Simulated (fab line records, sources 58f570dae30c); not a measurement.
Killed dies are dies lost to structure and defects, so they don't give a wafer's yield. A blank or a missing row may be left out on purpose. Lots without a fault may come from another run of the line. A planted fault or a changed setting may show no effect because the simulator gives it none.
Which tool did it? | flow berkeley_cmos170 | 13 lots, 39 wafers sampled, at 5 steps of a route of 331

WHAT THE GAUGES READ, wafer by wafer
UCB170_START_THK_MEAS_03.
lot  | measured    | on            | START_OXIDE_THK (nm)
L107 | day 1 22:11 | film_metro-03 | 19.4 19.7 20.0
L106 | day 1 22:12 | film_metro-02 | 20.0 19.9 19.8
L108 | day 2 08:56 | film_metro-04 | 20.7 20.9 20.7
L110 | day 2 16:51 | film_metro-03 | 20.2 20.5 20.3
L111 | day 2 21:00 | film_metro-03 | 20.2 20.2 20.1
L113 | day 3 03:55 | film_metro-02 | 20.0 20.0 20.0
L117 | day 3 23:45 | film_metro-03 | 20.7 20.5 20.5
L118 | day 4 07:29 | film_metro-03 | 20.2 19.9 20.0
L121 | day 4 23:15 | film_metro-04 | 20.4 20.3 20.6
L122 | day 5 06:01 | film_metro-04 | 20.3 20.2 20.2
L123 | day 5 06:01 | film_metro-02 | 20.6 20.2 20.3
L124 | day 5 17:00 | film_metro-03 | 21.3 21.2 21.5
L128 | day 6 12:59 | film_metro-02 | 19.8 19.8 19.8

UCB170_NWELL_THK_MEAS_02.
lot  | measured    | on            | NWELL_OXIDE_THK (nm)
L107 | day 2 12:11 | film_metro-04 | 26.4 27.4 27.0
L106 | day 2 12:13 | film_metro-03 | 25.8 25.4 25.1
L108 | day 2 19:28 | film_metro-04 | 26.3 26.1 26.6
L110 | day 3 05:55 | film_metro-01 | 27.0 27.0 26.4
L111 | day 3 05:53 | film_metro-01 | 26.6 26.8 26.9
L113 | day 3 15:25 | film_metro-03 | 26.4 25.9 26.1
L117 | day 4 09:29 | film_metro-04 | 26.9 26.3 27.0
L118 | day 4 19:57 | film_metro-04 | 26.0 25.8 26.4
L121 | day 5 16:25 | film_metro-01 | 26.9 25.9 26.4
L122 | day 5 23:32 | film_metro-01 | 26.1 26.5 26.7
L123 | day 5 23:32 | film_metro-04 | 27.7 27.6 27.1
L124 | day 6 10:08 | film_metro-03 | 26.3 26.4 26.7
L128 | day 7 01:57 | film_metro-01 | 25.8 25.9 26.0

UCB170_PWELL_THK_MEAS_06.
lot  | measured    | on            | PWELL_NITRIDE_THK (nm)
L107 | day 3 14:54 | film_metro-02 | 221.0 221.6 221.6
L106 | day 3 14:55 | film_metro-01 | 226.1 224.1 224.3
L108 | day 4 00:21 | film_metro-02 | 219.5 220.1 220.0
L110 | day 4 10:08 | film_metro-03 | 220.8 221.2 220.0
L111 | day 4 10:09 | film_metro-01 | 225.9 224.9 224.7
L113 | day 4 19:10 | film_metro-01 | 222.4 224.0 223.3
L117 | day 5 14:59 | film_metro-01 | 223.0 223.1 223.8
L118 | day 6 05:58 | film_metro-03 | 395.1 394.1 397.4
L121 | day 6 23:52 | film_metro-02 | 222.0 221.2 221.8
L122 | day 7 07:40 | film_metro-01 | 218.4 219.4 219.7
L123 | day 7 07:40 | film_metro-03 | 221.5 218.8 218.3
L124 | day 7 16:12 | film_metro-03 | 219.6 221.9 219.1
L128 | day 8 09:02 | film_metro-01 | 223.9 224.1 222.4

WHICH TOOL RAN EACH LOT (tool, then ch and the chambers of the sampled wafers, then the start)
lot  | UCB170_NWELL_STRIP_15               | UCB170_PWELL_CVD_05
L107 | plasma_asher-03 ch 0,1, day 2 21:38 | lpcvd-01 ch 1, day 3 12:59
L106 | plasma_asher-02 ch 0,1, day 2 21:56 | lpcvd-01 ch 1, day 3 12:59
L108 | plasma_asher-03 ch 0,1, day 3 06:00 | lpcvd-02 ch 0, day 3 21:27
L110 | plasma_asher-02 ch 0,1, day 3 14:35 | lpcvd-02 ch 0, day 4 07:15
L111 | plasma_asher-04 ch 0,1, day 3 14:23 | lpcvd-02 ch 0, day 4 07:15
L113 | plasma_asher-03 ch 0,1, day 4 01:19 | lpcvd-01 ch 0, day 4 17:14
L117 | plasma_asher-03 ch 0,1, day 4 17:59 | lpcvd-02 ch 0, day 5 13:04
L118 | plasma_asher-04 ch 0,1, day 5 04:29 | lpcvd-02 ch 1, day 6 04:02
L121 | plasma_asher-03 ch 0,1, day 6 03:13 | lpcvd-01 ch 0, day 6 21:56
L122 | plasma_asher-04 ch 0,1, day 6 11:56 | lpcvd-01 ch 0, day 7 05:44
L123 | plasma_asher-02 ch 0,1, day 6 12:11 | lpcvd-01 ch 1, day 7 05:44
L124 | plasma_asher-03 ch 0, day 6 21:08   | lpcvd-02 ch 0, day 7 14:17
L128 | plasma_asher-04 ch 0,1, day 7 10:30 | lpcvd-01 ch 0, day 8 07:07
- UCB170_NWELL_STRIP_15: strips in O2.
- UCB170_PWELL_CVD_05: deposits Si3N4 from SiH2Cl2/NH3, target thk 220 nm, time 3300 s.

WHAT THE TOOLS THEMSELVES READ (means of the sampled wafers that have a number; where no wafer has one, the mark that the record gives instead)
UCB170_NWELL_STRIP_15.
lot  | tool            | drypump_motor_current_A (A) | oes_product_au (a.u.) | strip_time_to_endpoint_s (s)
L107 | plasma_asher-03 | 5.5                         | 0.720                 | 18.12
L106 | plasma_asher-02 | 5.9                         | 0.720                 | 17.98
L108 | plasma_asher-03 | 5.5                         | 0.724                 | 18.13
L110 | plasma_asher-02 | 6.0                         | 0.717                 | 18.07
L111 | plasma_asher-04 | 5.4                         | 0.718                 | 18.00
L113 | plasma_asher-03 | 5.5                         | 0.723                 | 18.00
L117 | plasma_asher-03 | 5.5                         | 0.724                 | 18.04
L118 | plasma_asher-04 | 5.7                         | 0.726                 | 17.97
L121 | plasma_asher-03 | 5.5                         | 0.723                 | 18.12
L122 | plasma_asher-04 | 5.7                         | 0.720                 | 17.99
L123 | plasma_asher-02 | 6.0                         | 0.725                 | 18.03
L124 | plasma_asher-03 | 5.4                         | 0.721                 | 18.11
L128 | plasma_asher-04 | 5.4                         | 0.719                 | 18.01

THE ANSWER, worked out from the rows above alone
Rule: what is usual is taken from the lots themselves. Put in order of their means at a reading, lots are off if they are a third of the lots or fewer, leave a main group of 4 or more, and stand apart from it by a gap of 3 or more times the standard deviation of the main group's means; of several such gaps the widest counts. A main group whose means are all the same, to the digits that the tables above print for the reading, isn't used. A lot without any number at a reading at which 4 lots or more have one is off too. The other lots that the step has rows for count as sound. The gauges are gone through in route order, then the tools' own readings, and for those a lot's mean is taken as printed above. The first step at which some lot is off is used, and at that step the reading that is off furthest; a lot without a number counts as furthest.
Off: L118, at UCB170_PWELL_THK_MEAS_06 (PWELL_NITRIDE_THK). The main group: mean 221.9 nm, standard deviation 2.
A tool fits if, at a process step before that reading, it ran every lot that is off, and no sound lot after the first of them. The gauges at UCB170_PWELL_THK_MEAS_06 are tried like those tools. None of those tried fits.

WHAT THE SIMULATOR HAD PUT IN
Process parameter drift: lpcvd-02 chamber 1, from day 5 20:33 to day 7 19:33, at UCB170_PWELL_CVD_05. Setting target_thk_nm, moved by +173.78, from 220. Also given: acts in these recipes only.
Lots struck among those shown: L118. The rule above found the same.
